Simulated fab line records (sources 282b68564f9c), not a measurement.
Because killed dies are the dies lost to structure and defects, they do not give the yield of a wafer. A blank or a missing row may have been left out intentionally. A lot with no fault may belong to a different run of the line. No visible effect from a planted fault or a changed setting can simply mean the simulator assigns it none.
Split-lot study	flow rit_cmos	5 lots, 23 wafers read, on a route of 202 steps

## THE SPLIT ITSELF
At RIT_GATE_CVD_08 (deposits poly-Si from SiH4, target thk 250 nm, time 2220 s), the setting pressure_mtorr was moved away from the recipe's 300 mTorr on 10 of the 23 wafers read, by -8.3% to +14.7%. All remaining wafers had this setting at the recipe value.

The reading comes from the split's own step.

## THE READING
poly-Si_of_GATE_CVD_08.thk_nm (the simulator's own value, which no gauge read), in nm, at RIT_GATE_CVD_08 (deposits poly-Si from SiH4, target thk 250 nm, time 2220 s). No usual value for it is given in the file. Average 251.0 nm, standard deviation 3.6 nm, over the 13 wafers here run with the recipe.

wafer	tool, chamber at the split	pressure_mtorr as run, mTorr	against the recipe	poly-Si_of_GATE_CVD_08.thk_nm, nm	against lot-mates on the recipe
L074.1	-, -	300	recipe	255.2	-
L074.2	-, -	300	recipe	255.1	-
L074.3	-, -	300	recipe	252.9	-
L074.5	-, -	300	recipe	253.9	-
L074.6	-, -	300	recipe	254.9	-
L075.2	-, -	300	recipe	248.6	-
L075.3	-, -	300	recipe	245.7	-
L075.6	-, -	300	recipe	245.7	-
L075.4	-, -	300	recipe	248.3	-
L075.5	-, -	300	recipe	245.6	-
L076.1	-, -	275	-8.3%	240.5	no lot-mate on the recipe
L076.2	-, -	275	-8.3%	239.8	no lot-mate on the recipe
L076.4	-, -	275	-8.3%	240	no lot-mate on the recipe
L076.5	-, -	275	-8.3%	240	no lot-mate on the recipe
L076.6	-, -	275	-8.3%	238.9	no lot-mate on the recipe
L078.1	lpcvd-02, 0	300	recipe	253.2	-
L078.4	lpcvd-02, 0	300	recipe	252.7	-
L078.5	lpcvd-02, 0	300	recipe	251.6	-
L084.1	-, -	344.2	+14.7%	262.2	no lot-mate on the recipe
L084.2	-, -	344.2	+14.7%	262.5	no lot-mate on the recipe
L084.4	-, -	344.2	+14.7%	263.7	no lot-mate on the recipe
L084.5	-, -	344.2	+14.7%	264.4	no lot-mate on the recipe
L084.6	-, -	344.2	+14.7%	262.6	no lot-mate on the recipe

FIT RESULTS
A straight line over all 23 wafers: poly-Si_of_GATE_CVD_08.thk_nm changes by +0.971 nm for each +1% of pressure_mtorr; r = +0.93; the points scatter about the line by 3.2 nm.
Too few moved wafers have a lot-mate on the recipe to fit a line with each lot's own level taken away.

## FILE'S OWN FIT
poly-Si_of_GATE_CVD_08.thk_nm changes by +0.972 nm for each +1% of pressure_mtorr, r = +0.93.
